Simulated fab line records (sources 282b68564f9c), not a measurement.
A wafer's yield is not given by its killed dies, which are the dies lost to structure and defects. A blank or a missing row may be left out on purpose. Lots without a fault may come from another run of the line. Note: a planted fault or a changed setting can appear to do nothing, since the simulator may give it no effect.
A struck lot beside a sound one	flow ritCmos	30 steps out of a route of 202
Sound: these wafers, L788.1, L788.3, L788.5. Struck: wafers L797.1, L797.2, L797.3. The cause is given at the end.
Each step with rows lists, per side, the tool, then ch with its chambers, then its first start. Under that, the readings that differ: sound wafers	struck wafers	difference of the means	sigmas: that difference in standard deviations of wafers without a fault.
alike: readings whose means differ by less than 2 such deviations, and words and numbers that are the same on both sides. not compared: withheld readings, readings that some wafer has no value for, bounds like >300 that may hide the same value, and numbers for which the record gives no deviation and whose values overlap.
Wherever a step has rows on one side only, a row that says differs or no value, or a row with sigmas, the two part there. Non-overlapping numbers with no deviation appear without sigmas and do not part them. Lack of a reading on every wafer of one side parts them only where that side has two or more wafers.

RIT_FOX2_THK_MEAS_01:
  sound: filmMetro-01 at day 2 11:23; struck: filmMetro-04 at day 4 08:17
reading	sound	struck	difference	sigmas
FOX2_OXIDE_THK (nm)	369 364 364	352 350 353	-14	-2
then, 2 steps without rows for these wafers: RIT_FOX2_CLEAN_02 (cleans in dHF, time 180 s); RIT_FOX2_WET_ETCH_03 (etches Si3N4 in H3PO4, target depth 195 nm, time 2700 s).
RIT_FOX2_THK_MEAS_90:
  sound: filmMetro-02 at day 2 12:20; struck: filmMetro-01 at day 4 09:10
reading	sound	struck	difference	sigmas
FIELD_OXIDE_LEFT_1_THK (nm)	342 336 336	324 321 325	-15	-2
then, 6 steps without rows for these wafers: RIT_NWELL_HMDS_00 (prime time 60 s); RIT_NWELL_COAT_01 (resist thk 1321 nm); RIT_NWELL_SOFTBAKE_02 (time 60 s); RIT_NWELL_EXPOSE_03 (exposes mask M2, target cd 43900 nm); RIT_NWELL_PEB_04; RIT_NWELL_DEVELOP_05 (develop time 68 s).
RIT_NWELL_OVL_MEAS_06:
  sound: overlay-02 at day 2 13:23; struck: overlay-02 at day 4 10:06
reading	sound	struck	difference	sigmas
NWELL_OVL (nm)	-2.2 -3.0 -3.7	0.4 0.8 -1.4	+2.9	+2
then, 1 step without rows for these wafers: RIT_NWELL_HARDBAKE_07 (time 120 s).
RIT_NWELL_IMPLANT_08:
  sound on implanter-04 ch 0, day 2 13:41; struck on implanter-04 ch 0, day 4 10:23
reading	sound	struck	difference	sigmas
beamEnergyKeV	170.00 169.90 169.90	118.98 118.99 118.98	-50.95	-99 or more
model.implant.rpNm (nm)	223 223 223	146.9 146.9 146.9	-76.1	
model.implant.drpNm (nm)	68.82 68.82 68.82	52.37 52.37 52.37	-16.45	
  alike: beamOnS
RIT_NWELL_STRIP_09: strips in O2, time 180 s.
  sound on plasmaAsher-02 ch 0,1, day 2 13:50; struck on plasmaAsher-02 ch 0,1, day 4 10:32
  alike: chamberPressureMTorr, drypumpMotorCurrentA
  not compared: rfHoursCounterH
RIT_NWELL_TW_MEAS_10:
  sound: filmMetro-03 at day 2 14:00; struck: filmMetro-04 at day 4 10:43
reading	sound	struck	difference	sigmas
NWELL_TW	2110 2107 2124	2024 2023 2017	-92	-4
then, 2 steps without rows for these wafers: RIT_PWELL_HMDS_00 (prime time 60 s); RIT_PWELL_COAT_01 (resist thk 1300 nm).
RIT_PWELL_SOFTBAKE_02: time 61.43 s.
  sound on lithoTrack-01 ch 0, day 2 14:22; struck on lithoTrack-01 ch 0, day 4 11:08
  alike: plateSensorTCentreC, plateSensorTEdgeC, softbakeTempC
then, 3 steps without rows for these wafers: RIT_PWELL_EXPOSE_03 (exposes mask M3, target cd 43700 nm); RIT_PWELL_PEB_04; RIT_PWELL_DEVELOP_05 (develop time 68 s).
RIT_PWELL_OVL_MEAS_06:
  sound: overlay-02 at day 2 15:02; struck: overlay-01 at day 4 11:50
  alike: PWELL_OVL
then, 2 steps without rows for these wafers: RIT_PWELL_HARDBAKE_07 (time 120 s); RIT_PWELL_IMPLANT_08.
RIT_PWELL_STRIP_09: strips in O2, time 180 s.
  sound on plasmaAsher-01 ch 0, day 2 15:29; struck on plasmaAsher-01 ch 0,1, day 4 12:16
  alike: chamberPressureMTorr, drypumpMotorCurrentA
  not compared: rfHoursCounterH
RIT_PWELL_TW_MEAS_10:
  sound: filmMetro-01 at day 2 15:39; struck: filmMetro-04 at day 4 12:26
  alike: PWELL_TW
then, 1 step without rows for these wafers: RIT_WELLDRIVE_ANNEAL_00 (time 14700 s).
RIT_WELLDRIVE_RS_MEAS_01: the measuring method here is four-point-probe.
  sound: filmMetro-04 at day 2 22:53; struck: filmMetro-04 at day 4 17:54
  alike: NWELL_RS
RIT_WELLDRIVE_RS_MEAS_02: the measuring method here is four-point-probe.
  sound: filmMetro-04 at day 2 23:01; struck: filmMetro-04 at day 4 18:01
reading	sound	struck	difference	sigmas
PWELL_RS (ohm/sq)	424.4 423.4 422.8	426.2 425.8 425.4	+2.3	+2
RIT_M1_PROBE_99:
  sound: prober-01 at day 4 04:21; struck: prober-01 at day 6 03:33
reading	sound	struck	difference	sigmas
killed_at_M0_to_M3	1 0 0	0 0 0	+0	-4
model.etest.nwellPinched.rsOhmSq	337.2 339.1 339.2	353.9 357.7 352.1	+16.1	
model.etest.wellEdgeLeft.lineOhmUm	182.1 184 186.2	192.2 193.6 191.7	+8.4	
model.etest.wellEdgeRight.lineOhmUm	182.7 185.2 185.5	192.1 192.4 193.7	+8.3	
model.etest.fieldPMetal.vtV (V)	-29.35 -29.94 -30.28	-24.23 -24.19 -24.69	+5.49	
model.etest.fieldP.vtV (V)	-13.27 -13.3 -13.37	-10.68 -10.51 -10.58	+2.72	
model.etest.isoNwellNwell.bvV (V)	22.21 22.06 22.14	22.93 23.11 23.27	+0.97	
model.etest.isoPplusPwell.lateralLog10AUm	-9.294 -9.259 -9.301	-9.18 -9.172 -9.209	+0.10	
  alike: killedAtContacts, killedAtFrontEnd, killedDies, killedOpen, killedShort
  not compared: model.etest.vpnp.gain

WHERE THEY PART
At RIT_FOX2_THK_MEAS_01 first; at RIT_M1_PROBE_99 last (within this record only).

WHY: whatever the simulator had introduced
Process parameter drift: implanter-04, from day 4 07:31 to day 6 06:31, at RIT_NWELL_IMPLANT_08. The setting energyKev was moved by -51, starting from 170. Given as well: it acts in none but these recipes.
